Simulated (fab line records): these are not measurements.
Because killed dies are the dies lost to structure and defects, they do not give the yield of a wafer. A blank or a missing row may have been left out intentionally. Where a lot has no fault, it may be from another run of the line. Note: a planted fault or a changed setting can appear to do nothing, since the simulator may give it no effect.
Chamber matching -- flow rit_cmos -- RIT_ACTIVE_ETCH_13 on rie_diel-03 has 4 sister chambers
The step etches Si3N4 in SF6, stops on SiO2, time 210 s, target depth 210 nm. 7 wafers are shown with their chamber, then 7 later ones without.

WAFERS, EACH WITH ITS CHAMBER
wafer,chamber,drypump_motor_current_A (A),throttle_valve_pct (%)
L848.1,0,5.1,7.59
L851.4,3,5.9,7.66
L851.5,1,6.1,7.54
L852.5,1,6.0,7.55
L852.6,3,5.9,7.66
L853.2,2,6.7,7.38
L853.4,2,6.7,7.37

WAFERS WITH NO CHAMBER GIVEN
wafer,drypump_motor_current_A (A),throttle_valve_pct (%)
L853.5,6.1,7.53
L854.1,5.1,7.60
L854.2,6.0,7.54
L854.4,5.9,7.66
L856.4,5.9,7.67
L856.5,6.0,7.53
L856.6,6.7,7.38

EACH ONE'S CHAMBER
wafer,from the rows above,in truth
L853.5,1,1
L854.1,0,0
L854.2,1,1
L854.4,3,3
L856.4,3,3
L856.5,1,1
L856.6,2,2
Correct placement for 7 of the 7. Not placeable from these rows: 0. Number placed wrongly: 0.
How it was worked out, from the rows above alone: a wafer's distance from a chamber is the root of the sum, over the readings, of the square of ((its reading less the chamber's mean) divided by the reading's scatter). If the next closest chamber is less than 2 further off than the closest, the wafer can't be placed; otherwise it belongs to the closest. For every chamber, the mean is computed from those of its wafers that are shown. The scatter: take each reading less its chamber's mean, square it, sum over the shown wafers, divide by the number of wafers less the number of chambers, and take the root.
